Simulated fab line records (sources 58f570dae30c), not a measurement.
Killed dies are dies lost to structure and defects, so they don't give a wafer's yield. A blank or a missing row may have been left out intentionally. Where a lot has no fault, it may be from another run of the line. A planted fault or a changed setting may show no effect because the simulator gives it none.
Split-lot study	flow berkeleyCmos170	on a route of 331 steps: 5 lots, 23 wafers read

SPLIT DETAILS
At UCB170_PWELL_OXIDATION_02 (target thk 26.4 nm, ox time 1260 s), the setting tempC was moved away from the recipe's 1000 C on 20 of the 23 wafers read, by -1.1% to +2.8%. For the rest of the wafers, this setting stayed at what the recipe calls for.

The file shows no step between the split and the reading.

THE READING
Values of PWELL_OXIDE_THK in nm from UCB170_PWELL_THK_MEAS_03. A value of 26.3 nm with a standard deviation of 0.48 nm is what fault-free wafers of this fab line usually give.

wafer	tool, chamber at the split	tempC as run, C	against the recipe	PWELL_OXIDE_THK, nm	against lot-mates on the recipe
L074.1	-, -	1021	+2.1%	31.6	no lot-mate on the recipe
L074.2	-, -	1021	+2.1%	30.8	no lot-mate on the recipe
L074.4	-, -	1021	+2.1%	31.2	no lot-mate on the recipe
L074.5	-, -	1021	+2.1%	31.3	no lot-mate on the recipe
L074.6	-, -	1021	+2.1%	31.6	no lot-mate on the recipe
L075.1	-, -	1013	+1.3%	28.8	no lot-mate on the recipe
L075.2	-, -	1013	+1.3%	28.8	no lot-mate on the recipe
L075.3	-, -	1013	+1.3%	28.7	no lot-mate on the recipe
L075.5	-, -	1013	+1.3%	28.6	no lot-mate on the recipe
L075.6	-, -	1013	+1.3%	29.2	no lot-mate on the recipe
L076.1	-, -	989.1	-1.1%	23.0	no lot-mate on the recipe
L076.2	-, -	989.1	-1.1%	22.9	no lot-mate on the recipe
L076.3	-, -	989.1	-1.1%	23.3	no lot-mate on the recipe
L076.4	-, -	989.1	-1.1%	23.1	no lot-mate on the recipe
L076.5	-, -	989.1	-1.1%	23.3	no lot-mate on the recipe
L078.1	-, -	1028	+2.8%	34.5	no lot-mate on the recipe
L078.2	-, -	1028	+2.8%	34.5	no lot-mate on the recipe
L078.4	-, -	1028	+2.8%	34.1	no lot-mate on the recipe
L078.5	-, -	1028	+2.8%	34.1	no lot-mate on the recipe
L078.6	-, -	1028	+2.8%	34.2	no lot-mate on the recipe
L080.4	furnace-03, 0	1000	recipe	26.4	-
L080.5	furnace-03, 0	1000	recipe	26.4	-
L080.6	furnace-03, 0	1000	recipe	26.0	-

THE FIT
A straight line over all 23 wafers: PWELL_OXIDE_THK changes by +2.74 nm for each +1% of tempC; r = +0.99; the points scatter about the line by 0.57 nm.
Too few moved wafers have a lot-mate on the recipe to fit a line with each lot's own level taken away.

THE WHOLE CHAIN: every reading that the file lists as answering this split, in the file's order
step	what it does	reading	change (the file's fit)	r (the file's)
UCB170_PWELL_OXIDATION_02	target thk 26.4 nm, ox time 1260 s	SiO2_of_PWELL_OXIDATION_02.thkNm (the simulator's own value, which no gauge read)	+2.76 nm for each +1% of the setting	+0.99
UCB170_PWELL_THK_MEAS_03		PWELL_OXIDE_THK	+2.75 for each +1% of the setting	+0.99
UCB170_PWELL_ETCH_14	etches Si3N4 in CH3F/Ar/O2, stops on SiO2, target depth 242 nm, time 151 s	SiO2_of_PWELL_OXIDATION_02.thkNm (the simulator's own value, which no gauge read)	+2.57 nm for each +1% of the setting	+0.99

FILE'S OWN FIT
PWELL_OXIDE_THK changes by +2.75 nm for each +1% of tempC, r = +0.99.
